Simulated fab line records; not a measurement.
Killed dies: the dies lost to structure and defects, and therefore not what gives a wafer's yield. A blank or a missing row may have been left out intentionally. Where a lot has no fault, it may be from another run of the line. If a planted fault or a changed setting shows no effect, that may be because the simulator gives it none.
Which tool is to blame? :: flow berkeley_cmos170 :: 6 lots with 18 wafers sampled at 3 steps, on a route of 331 steps

WHAT EACH GAUGE READ, for each wafer
UCB170_V2_THK_MEAS_01.
lot: L135
measured: day 8 00:03
on: film_metro-03
V2_TEOS_THK (nm): 2018 1969 2023

lot: L140
measured: day 9 01:16
on: film_metro-04
V2_TEOS_THK (nm): 1948 1961 1969

lot: L144
measured: day 9 22:23
on: film_metro-04
V2_TEOS_THK (nm): 1951 1941 1970

lot: L151
measured: day 11 03:34
on: film_metro-03
V2_TEOS_THK (nm): 1951 1962 2000

lot: L152
measured: day 11 22:46
on: film_metro-04
V2_TEOS_THK (nm): 2016 2002 1952

lot: L156
measured: day 11 23:54
on: film_metro-04
V2_TEOS_THK (nm): 1973 2002 2007

EACH LOT AND THE TOOL THAT RAN IT (in order: tool; ch and the chambers of the sampled wafers; start)
lot: L135
UCB170_V1_STRIP_15: plasma_asher-04 ch 0,1, day 7 20:34
UCB170_V2_CVD_00: pecvd-01 ch 0,1, day 7 23:49

lot: L140
UCB170_V1_STRIP_15: plasma_asher-01 ch 0,1, day 8 21:59
UCB170_V2_CVD_00: pecvd-02 ch 0,1,2, day 9 01:06

lot: L144
UCB170_V1_STRIP_15: plasma_asher-01 ch 0,1, day 9 17:44
UCB170_V2_CVD_00: pecvd-03 ch 0,2, day 9 22:13

lot: L151
UCB170_V1_STRIP_15: plasma_asher-01 ch 0,1, day 10 23:08
UCB170_V2_CVD_00: pecvd-03 ch 0,1,2, day 11 03:24

lot: L152
UCB170_V1_STRIP_15: plasma_asher-04 ch 0,1, day 11 17:59
UCB170_V2_CVD_00: pecvd-01 ch 0,1,2, day 11 22:37

lot: L156
UCB170_V1_STRIP_15: plasma_asher-01 ch 0,1, day 11 19:31
UCB170_V2_CVD_00: pecvd-03 ch 0,1, day 11 23:44
- UCB170_V1_STRIP_15: strips in O2.
- UCB170_V2_CVD_00: deposits SiO2 from TEOS/O2, target thk 2000 nm, time 250 s.

THE ANSWER, worked out from the rows above alone
Rule: usual is defined by the lots themselves. The widest of any qualifying gaps counts: lots, ordered by their means at a reading, are off when they make up no more than a third of the lots, leave a main group of 4 or more, and stand apart from it by 3 or more times the standard deviation of that group's means. If all means in a main group match to the digits the tables above print for the reading, that group is not used. Also off: a lot with no number at a reading for which 4 or more lots have one. The other lots that the step has rows for count as sound.
Across all readings shown, no lot is off: no conclusion can be drawn from this.

WHAT THE SIMULATOR HAD INSERTED
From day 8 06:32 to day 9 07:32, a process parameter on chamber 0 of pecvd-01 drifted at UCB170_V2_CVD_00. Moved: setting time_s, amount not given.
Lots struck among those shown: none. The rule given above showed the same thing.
